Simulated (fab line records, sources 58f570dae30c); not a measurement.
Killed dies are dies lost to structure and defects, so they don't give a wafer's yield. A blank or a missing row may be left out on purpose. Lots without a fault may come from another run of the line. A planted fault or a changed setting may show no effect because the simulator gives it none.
Chamber matching | flow berkeley_cmos170 | UCB170_NSD_CLEAN_11 on wet_bench-01: 3 sister chambers
The step cleans in SPM, time 600 s. 14 wafers are shown with their chamber, then 3 later ones without.

WAFERS WITH THEIR CHAMBER
wafer  | chamber | temp_c (C)
L590.4 | 1       | 119.92
L590.5 | 1       | 119.94
L590.6 | 1       | 119.91
L593.2 | 2       | 119.73
L593.5 | 2       | 119.86
L593.6 | 2       | 119.92
L592.1 | 1       | 119.88
L592.4 | 1       | 119.93
L592.6 | 1       | 119.80
L595.1 | 2       | 119.83
L595.3 | 2       | 120.03
L603.1 | 0       | 119.80
L603.4 | 0       | 120.05
L603.6 | 0       | 119.97

SIGNATURES (means of the wafers above)
reading | chamber 0 | chamber 1 | chamber 2 | scatter within a chamber
temp_c  | 119.9400  | 119.8967  | 119.8740  | 0.0931
Rule: a wafer's distance from a chamber is the root of the sum, over the readings, of the square of ((its reading less the chamber's mean) divided by the reading's scatter). The wafer belongs to the nearest chamber; if the next one is less than 2 further off, it can't be placed. The scatter: the root of (the sum of the squares of (reading less its chamber's mean) over the shown wafers, divided by (wafers less chambers)).

WAFERS WITHOUT THEIR CHAMBER
wafer  | temp_c (C)
L601.1 | 120.04
L601.5 | 120.05
L601.6 | 120.09

WHICH CHAMBER EACH WENT THROUGH
wafer  | from the rows above          | in truth
L601.1 | can't be placed: 0 or 1 or 2 | 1
L601.5 | can't be placed: 0 or 1 or 2 | 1
L601.6 | can't be placed: 0 or 1 or 2 | 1
Placed correctly: 0 of 3. Can't be placed from these rows: 3 (the true chamber is among the candidates in 3). Placed wrongly: 0.
